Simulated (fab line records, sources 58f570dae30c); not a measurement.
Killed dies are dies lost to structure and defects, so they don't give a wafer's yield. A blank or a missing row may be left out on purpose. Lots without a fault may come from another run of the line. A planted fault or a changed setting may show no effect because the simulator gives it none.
Which tool did it? | flow berkeley_cmos170 | 15 lots, 45 wafers sampled, at 6 steps of a route of 331

WHAT THE GAUGES READ, wafer by wafer
UCB170_PFIELD_OVL_MEAS_06.
lot  | measured    | on         | PFIELD_OVL (nm)
L297 | day 4 18:16 | overlay-01 | -4 -2 -13
L299 | day 5 04:13 | overlay-02 | 5 4 9
L300 | day 5 17:02 | overlay-02 | 0 3 4
L301 | day 5 17:04 | overlay-01 | 5 9 4
L302 | day 6 04:55 | overlay-02 | 2 -5 -3
L304 | day 6 07:44 | overlay-02 | -2 -1 2
L307 | day 6 16:13 | overlay-01 | 3 3 5
L306 | day 6 16:29 | overlay-02 | 5 5 5
L309 | day 6 20:31 | overlay-01 | -9 2 1
L305 | day 6 20:52 | overlay-01 | 9 -2 1
L308 | day 7 08:05 | overlay-02 | 8 0 0
L310 | day 7 08:11 | overlay-02 | 5 6 1
L311 | day 7 08:27 | overlay-02 | 2 4 0
L313 | day 7 15:24 | overlay-01 | -2 6 4
L312 | day 7 21:31 | overlay-01 | -2 -3 -5

UCB170_FIELD_THK_MEAS_90.
lot  | measured    | on            | FIELD_OXIDE_LEFT_1_THK (nm)
L297 | day 5 08:05 | film_metro-03 | 444 443 450
L299 | day 5 18:51 | film_metro-04 | 437 445 431
L300 | day 6 07:37 | film_metro-04 | 448 446 440
L301 | day 6 07:37 | film_metro-03 | 446 438 450
L302 | day 6 19:46 | film_metro-03 | 447 451 446
L304 | day 6 19:50 | film_metro-03 | 429 431 424
L307 | day 7 06:41 | film_metro-01 | 446 454 452
L306 | day 7 06:40 | film_metro-04 | 446 448 449
L309 | day 7 10:30 | film_metro-03 | 443 448 442
L305 | day 7 10:31 | film_metro-01 | 441 440 443
L308 | day 7 19:40 | film_metro-04 | 442 451 452
L310 | day 7 19:40 | film_metro-01 | 440 432 439
L311 | day 7 19:40 | film_metro-03 | 440 452 444
L313 | day 8 06:46 | film_metro-04 | 441 434 438
L312 | day 8 10:59 | film_metro-01 | 446 441 438

UCB170_GATE_THK_MEAS_05.
lot  | measured    | on            | GATE_POLY_THK (nm)
L297 | day 6 10:14 | film_metro-03 | 212.5 210.0 211.7
L299 | day 7 00:08 | film_metro-03 | 214.0 215.6 214.8
L300 | day 7 09:19 | film_metro-03 | 218.5 217.7 216.2
L301 | day 7 09:19 | film_metro-04 | 210.4 209.6 212.4
L302 | day 8 01:32 | film_metro-02 | 214.0 213.0 213.9
L304 | day 8 01:29 | film_metro-02 | 216.0 216.2 217.3
L307 | day 8 07:44 | film_metro-03 | 213.3 216.2 211.5
L306 | day 8 07:39 | film_metro-03 | 212.9 214.9 215.2
L309 | day 8 09:53 | film_metro-03 | 217.4 218.5 216.3
L305 | day 8 09:53 | film_metro-02 | 214.0 214.1 213.2
L308 | day 8 19:38 | film_metro-02 | 215.3 215.1 214.0
L310 | day 8 19:38 | film_metro-04 | 214.2 215.2 213.8
L311 | day 8 19:38 | film_metro-03 | 214.8 214.7 213.8
L313 | day 9 07:14 | film_metro-04 | 213.1 214.5 211.5
L312 | day 9 10:14 | film_metro-03 | 213.0 215.7 214.1

UCB170_GATE_CD_MEAS_90: target cd 350 nm.
lot  | measured    | on        | cd_nm (nm)
L297 | day 6 12:14 | cd_sem-02 | 349.4 349.6 349.5
L299 | day 7 01:24 | cd_sem-02 | 348.8 349.2 348.8
L300 | day 7 11:12 | cd_sem-01 | 347.6 349.7 348.2
L301 | day 7 10:46 | cd_sem-02 | 349.4 350.2 350.7
L302 | day 8 03:29 | cd_sem-02 | 350.6 351.3 351.2
L304 | day 8 03:16 | cd_sem-02 | 350.6 351.9 350.4
L307 | day 8 09:38 | cd_sem-01 | 348.6 349.0 349.8
L306 | day 8 09:20 | cd_sem-02 | 350.6 349.6 351.4
L309 | day 8 11:53 | cd_sem-02 | 349.6 349.4 348.3
L305 | day 8 12:27 | cd_sem-02 | 351.9 351.9 349.6
L308 | day 8 22:51 | cd_sem-02 | - - -
L310 | day 8 21:50 | cd_sem-01 | 347.0 348.0 347.0
L311 | day 8 21:52 | cd_sem-02 | - - -
L313 | day 9 09:25 | cd_sem-01 | - - -
L312 | day 9 12:29 | cd_sem-01 | 351.7 352.2 352.7

WHICH TOOL RAN EACH LOT (tool, then ch and the chambers of the sampled wafers, then the start)
lot  | UCB170_GATE_ETCH_14               | UCB170_GATE_ETCH_15
L297 | rie_diel-03 ch 2,3, day 6 12:03   | rie_si-01 ch 0,1,3, day 6 12:06
L299 | rie_diel-01 ch 0,3, day 7 01:11   | rie_si-02 ch 0,2,3, day 7 01:14
L300 | rie_diel-03 ch 0,2, day 7 10:59   | rie_si-02 ch 0,1,3, day 7 11:02
L301 | rie_diel-02 ch 0,2,3, day 7 10:34 | rie_si-01 ch 0,1,3, day 7 10:37
L302 | rie_diel-01 ch 1,2,3, day 8 03:17 | rie_si-01 ch 0,2,3, day 8 03:20
L304 | rie_diel-02 ch 0,1,2, day 8 03:03 | rie_si-01 ch 1,2, day 8 03:06
L307 | rie_diel-02 ch 0,2, day 8 09:24   | rie_si-01 ch 2,3, day 8 09:26
L306 | rie_diel-01 ch 1,2,3, day 8 09:09 | rie_si-02 ch 1,2,3, day 8 09:11
L309 | rie_diel-01 ch 0,1,2, day 8 11:41 | rie_si-02 ch 1,2,3, day 8 11:44
L305 | rie_diel-03 ch 0,1,2, day 8 12:14 | rie_si-01 ch 0,2,3, day 8 12:17
L308 | rie_diel-02 ch 0,1,3, day 8 22:37 | rie_si-02 ch 0,3, day 8 22:40
L310 | rie_diel-03 ch 1,2,3, day 8 21:37 | rie_si-02 ch 0,1, day 8 21:40
L311 | rie_diel-01 ch 0,1, day 8 21:39   | rie_si-01 ch 0,1, day 8 21:41
L313 | rie_diel-01 ch 0,2, day 9 08:57   | rie_si-01 ch 0,2,3, day 9 08:59
L312 | rie_diel-03 ch 1,3, day 9 12:02   | rie_si-01 ch 2,3, day 9 12:05
- UCB170_GATE_ETCH_14: etches BARC in N2/H2.
- UCB170_GATE_ETCH_15: etches poly-Si in HBr/Cl2, stops on SiO2, time 56.3 s, target depth 278.2 nm.

WHAT THE TOOLS THEMSELVES READ (means of the sampled wafers that have a number; where no wafer has one, the mark that the record gives instead)
UCB170_GATE_ETCH_14.
lot  | tool        | bias_w (W) | chamber_pressure_mTorr (mTorr) | drypump_motor_current_A (A) | oes_product_au (a.u.) | throttle_valve_pct (%)
L297 | rie_diel-03 | 99.7       | 29.997                         | 5.6                         | 0.992                 | 13.47
L299 | rie_diel-01 | 100.3      | 30.028                         | 5.6                         | 1.006                 | 13.35
L300 | rie_diel-03 | 99.7       | 30.020                         | 5.7                         | 0.999                 | 13.44
L301 | rie_diel-02 | 100.2      | 30.024                         | 5.4                         | 0.990                 | 13.34
L302 | rie_diel-01 | 100.2      | 29.997                         | 5.5                         | 1.009                 | 13.31
L304 | rie_diel-02 | 100.0      | 29.981                         | 5.8                         | 1.008                 | 13.30
L307 | rie_diel-02 | 99.8       | 29.998                         | 5.6                         | 0.983                 | 13.31
L306 | rie_diel-01 | 100.5      | 29.998                         | 5.5                         | 1.009                 | 13.30
L309 | rie_diel-01 | 99.8       | 30.005                         | 5.7                         | 1.013                 | 13.19
L305 | rie_diel-03 | 100.0      | 30.022                         | 5.6                         | 1.016                 | 13.24
L308 | rie_diel-02 | -          | -                              | -                           | -                     | -
L310 | rie_diel-03 | 100.0      | 29.997                         | 5.4                         | 1.000                 | 13.26
L311 | rie_diel-01 | -          | -                              | -                           | -                     | -
L313 | rie_diel-01 | -          | -                              | -                           | -                     | -
L312 | rie_diel-03 | 100.3      | 30.025                         | 5.5                         | 0.998                 | 13.22

UCB170_GATE_ETCH_15.
lot  | tool      | HBr_flow_sccm (sccm) | bias_w (W) | drypump_motor_current_A (A) | oes_product_au (a.u.) | throttle_valve_pct (%)
L297 | rie_si-01 | 150.0                | 150.2      | 5.3                         | 0.825                 | 26.1
L299 | rie_si-02 | 150.3                | 149.9      | 5.6                         | 0.833                 | 26.7
L300 | rie_si-02 | 149.7                | 150.6      | 5.5                         | 0.840                 | 26.6
L301 | rie_si-01 | 150.4                | 149.8      | 5.4                         | 0.824                 | 26.1
L302 | rie_si-01 | 150.1                | 149.7      | 5.5                         | 0.831                 | 26.3
L304 | rie_si-01 | 150.0                | 150.4      | 5.6                         | 0.828                 | 26.2
L307 | rie_si-01 | 150.2                | 150.0      | 5.2                         | 0.829                 | 26.5
L306 | rie_si-02 | 149.7                | 150.5      | 5.9                         | 0.835                 | 26.6
L309 | rie_si-02 | 149.8                | 150.1      | 5.9                         | 0.839                 | 26.6
L305 | rie_si-01 | 150.2                | 149.6      | 5.5                         | 0.826                 | 26.3
L308 | rie_si-02 | 150.1                | 150.1      | 5.2                         | 0.273                 | 26.7
L310 | rie_si-02 | 149.5                | 149.6      | 5.4                         | 0.840                 | 26.5
L311 | rie_si-01 | 150.0                | 150.2      | 5.4                         | 0.267                 | 25.8
L313 | rie_si-01 | 149.5                | 150.0      | 5.5                         | 0.273                 | 26.3
L312 | rie_si-01 | 149.6                | 150.6      | 5.5                         | 0.833                 | 26.5

THE ANSWER, worked out from the rows above alone
Rule: what is usual is taken from the lots themselves. Put in order of their means at a reading, lots are off if they are a third of the lots or fewer, leave a main group of 4 or more, and stand apart from it by a gap of 3 or more times the standard deviation of the main group's means; of several such gaps the widest counts. A main group whose means are all the same, to the digits that the tables above print for the reading, isn't used. A lot without any number at a reading at which 4 lots or more have one is off too. The other lots that the step has rows for count as sound. The gauges are gone through in route order, then the tools' own readings, and for those a lot's mean is taken as printed above. The first step at which some lot is off is used, and at that step the reading that is off furthest; a lot without a number counts as furthest.
Off: L308, L311, L313, at UCB170_GATE_CD_MEAS_90 (cd_nm). Without a number there: L308, L311, L313. The main group: mean 349.9 nm, standard deviation 1.3.
A tool fits if, at a process step before that reading, it ran every lot that is off, and no sound lot after the first of them. The gauges at UCB170_GATE_CD_MEAS_90 aren't tried: what is off there is off at UCB170_GATE_ETCH_14 too, on other tools, and a gauge's error can't cause that. None of those tried fits.

WHAT THE SIMULATOR HAD PUT IN
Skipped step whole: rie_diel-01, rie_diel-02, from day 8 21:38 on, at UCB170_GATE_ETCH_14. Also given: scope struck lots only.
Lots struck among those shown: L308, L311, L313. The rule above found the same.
